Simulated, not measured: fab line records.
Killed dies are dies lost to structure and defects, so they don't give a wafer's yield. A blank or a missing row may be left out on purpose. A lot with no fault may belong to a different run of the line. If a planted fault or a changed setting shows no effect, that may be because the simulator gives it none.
Split-lot trial | flow berkeleyCmos170 | 5 lots, 23 wafers read, on a route of 331 steps

## ON THE SPLIT
At UCB170_NVT_COAT_01 (resist thk 900 nm), the setting resistThkNm was moved away from the recipe's 900 nm on 6 of the 23 wafers read, by +4.8% to +5.8%. For the rest of the wafers, this setting stayed at what the recipe calls for.

The reading comes from the split's own step.

## THE READING
KrF_of_NVT_COAT_01.thkNm (the simulator's own value, which no gauge read), in nm, at UCB170_NVT_COAT_01 (resist thk 900 nm). The file gives no usual value for it. Average 899.6 nm, standard deviation 3.2 nm, over the 17 wafers here run with the recipe.

wafer  | tool, chamber at the split | resistThkNm as run, nm | against the recipe | KrF_of_NVT_COAT_01.thkNm, nm | against lot-mates on the recipe
L074.1 | lithoTrack-01, 0           | 900                    | recipe             | 899.9                        | -
L074.2 | lithoTrack-01, 0           | 942.8                  | +4.8%              | 941.4                        | +40.9
L074.4 | lithoTrack-01, 0           | 942.8                  | +4.8%              | 941.9                        | +41.4
L074.5 | lithoTrack-01, 0           | 900                    | recipe             | 898.8                        | -
L074.6 | lithoTrack-01, 0           | 900                    | recipe             | 902.8                        | -
L076.1 | lithoTrack-02, 0           | 900                    | recipe             | 906.1                        | -
L076.3 | lithoTrack-02, 0           | 900                    | recipe             | 902.6                        | -
L076.4 | lithoTrack-02, 0           | 900                    | recipe             | 904                          | -
L076.5 | lithoTrack-02, 0           | 900                    | recipe             | 902.3                        | -
L076.6 | lithoTrack-02, 0           | 900                    | recipe             | 902.4                        | -
L081.1 | lithoTrack-01, 0           | 947.9                  | +5.3%              | 945.1                        | +49.3
L081.2 | lithoTrack-01, 0           | 900                    | recipe             | 895.7                        | -
L081.3 | lithoTrack-01, 0           | 947.9                  | +5.3%              | 942.6                        | +46.8
L081.4 | lithoTrack-01, 0           | 900                    | recipe             | 893.9                        | -
L081.5 | lithoTrack-01, 0           | 900                    | recipe             | 897.8                        | -
L080.1 | lithoTrack-02, 0           | 900                    | recipe             | 898.5                        | -
L080.2 | lithoTrack-02, 0           | 952.4                  | +5.8%              | 952.2                        | +55.3
L080.3 | lithoTrack-02, 0           | 900                    | recipe             | 896.6                        | -
L080.5 | lithoTrack-02, 0           | 900                    | recipe             | 895.6                        | -
L080.6 | lithoTrack-02, 0           | 952.4                  | +5.8%              | 949.8                        | +52.9
L084.3 | lithoTrack-04, 0           | 900                    | recipe             | 898.3                        | -
L084.5 | lithoTrack-04, 0           | 900                    | recipe             | 899                          | -
L084.6 | lithoTrack-04, 0           | 900                    | recipe             | 899.2                        | -

FIT RESULTS
A straight line over all 23 wafers: KrF_of_NVT_COAT_01.thkNm changes by +8.66 nm for each +1% of resistThkNm; r = +0.99; the points scatter about the line by 3 nm.
The same after taking each lot's own level away (the mean of its wafers on the recipe; 23 wafers): +9.04 nm for each +1%; r = +1.00; scatter 1.5 nm.
That fit puts the effect of the largest move of resistThkNm on the reading at 53 nm.
The lots' own levels span 895.80 to 903.48 nm, that is 2.4 times the standard deviation above.
The two slopes are in agreement: the lot-to-lot level therefore moves the slope only a little.
Check: with one of the wafers moved furthest among these (+5.8%) left out of the fit, the line predicts +51.9 nm for it against its lot-mates. It came out at +55.3 nm against them.

## THESE WAFERS: OTHER SPLITS
These wafers also went through other splits before the reading. Each is held against what the fit with the lots' levels taken away leaves over:
other split on the same wafers       | wafers away from the commonest value | r with KrF_of_NVT_COAT_01.thkNm (lot level and that fit taken away)
UCB170_ZERO_COAT_01 spinRpm          | 8                                    | -0.12
UCB170_NWELL_CVD_04 tempC            | 10                                   | +0.28
UCB170_PWELL_CVD_05 timeS            | 10                                   | -0.21
UCB170_ACTIVE_OXIDATION_02 oxTimeS   | 18                                   | +0.24
UCB170_ACTIVE_CVD_05 sih2cl2FlowSccm | 15                                   | +0.15
UCB170_PFIELD_IMPLANT_07 energyKev   | 8                                    | -0.06

## THE WHOLE CHAIN: every reading that the file lists as answering this split, in the file's order
step                | what it does      | reading                                                                   | change (the file's fit)              | r (the file's)
UCB170_NVT_COAT_01  | resist thk 900 nm | KrF_of_NVT_COAT_01.thkNm (the simulator's own value, which no gauge read) | +9.04 nm for each +1% of the setting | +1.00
UCB170_NVT_STRIP_08 | strips in O2      | stripTimeToEndpointS                                                      | withheld for each +1% of the setting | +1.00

## THE FILE'S OWN FIT
KrF_of_NVT_COAT_01.thkNm changes by +9.04 nm for each +1% of resistThkNm, r = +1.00.
